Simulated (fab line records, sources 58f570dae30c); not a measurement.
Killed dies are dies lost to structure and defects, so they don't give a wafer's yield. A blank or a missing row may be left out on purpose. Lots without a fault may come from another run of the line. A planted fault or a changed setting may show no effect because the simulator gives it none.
A struck lot beside a sound one | flow berkeley_cmos170 | 14 steps out of a route of 331
Sound: wafers L832.1, L832.2, L832.6. Struck: wafers L841.1, L841.2, L841.4. The cause comes at the end.
At each step with rows: each side's tool, then ch and its chambers, then its first start. Under that, the readings that differ: sound wafers | struck wafers | difference of the means | sigmas: that difference in standard deviations of wafers without a fault.
alike: readings whose means differ by less than 2 such deviations, and words and numbers that are the same on both sides. not compared: withheld readings, readings that some wafer has no value for, bounds like >300 that may hide the same value, and numbers for which the record gives no deviation and whose values overlap.
The two part at a step that has a row with sigmas, a row that says differs or no value, or rows on one side only. Numbers that don't overlap but have no deviation are shown without sigmas and don't part them. A reading that every wafer of one side lacks parts them only if that side has two wafers or more.

first, 2 steps without rows for these wafers: UCB170_PWELL_ANNEAL_04 (time 900 s); UCB170_PWELL_CVD_05 (deposits Si3N4 from SiH2Cl2/NH3, target thk 220 nm, time 3300 s).
UCB170_PWELL_THK_MEAS_06:
  sound on film_metro-01, day 4 09:04; struck on film_metro-01, day 6 12:07
  alike: PWELL_NITRIDE_THK
then, 6 steps without rows for these wafers: UCB170_PWELL_HMDS_07 (prime time 60 s); UCB170_PWELL_COAT_08 (resist thk 900 nm); UCB170_PWELL_SOFTBAKE_09 (time 60 s); UCB170_PWELL_EXPOSE_10 (exposes mask PWELL, target cd 3000 nm); UCB170_PWELL_PEB_11; UCB170_PWELL_DEVELOP_12 (develop time 45 s).
UCB170_PWELL_OVL_MEAS_13:
  sound on overlay-02, day 4 10:41; struck on overlay-01, day 6 14:07
  alike: PWELL_OVL
UCB170_PWELL_ETCH_14: etches Si3N4 in CH3F/Ar/O2, stops on SiO2, target depth 242 nm, time 151 s.
  sound on rie_diel-02 ch 0,1,3, day 4 10:43; struck on rie_diel-03 ch 0,2,3, day 6 14:10
  alike: CH3F_flow_sccm, drypump_motor_current_A, mfc_ar_sccm, oes_product_au, throttle_valve_pct
  not compared: rf_hours_counter_h
then, 1 step without rows for these wafers: UCB170_PWELL_IMPLANT_15.
UCB170_PWELL_STRIP_16: strips in O2.
  sound on plasma_asher-01 ch 0,1, day 4 10:58; struck on plasma_asher-01 ch 0,1, day 6 14:25
  no value came back on the struck wafers for chamber_pressure_mTorr (mTorr), drypump_motor_current_A (A), oes_product_au (a.u.), strip_time_to_endpoint_s (s); on the sound wafers chamber_pressure_mTorr (mTorr) reads 3504 3497 3500
  reading                                | sound | struck            | difference | sigmas
  model.KrF_of_PWELL_COAT_08.thk_nm (nm) | 0 0 0 | 726.4 725.9 725.4 | +725.9     |
  not compared: rf_hours_counter_h
UCB170_PWELL_TW_MEAS_17:
  sound on film_metro-04, day 4 11:04; struck on film_metro-04, day 6 14:31
  alike: PWELL_TW

WHERE THEY PART
Only at UCB170_PWELL_STRIP_16, within this record. Later steps at which nothing parts them and some readings are alike: UCB170_PWELL_TW_MEAS_17.

WHY: what the simulator had put in
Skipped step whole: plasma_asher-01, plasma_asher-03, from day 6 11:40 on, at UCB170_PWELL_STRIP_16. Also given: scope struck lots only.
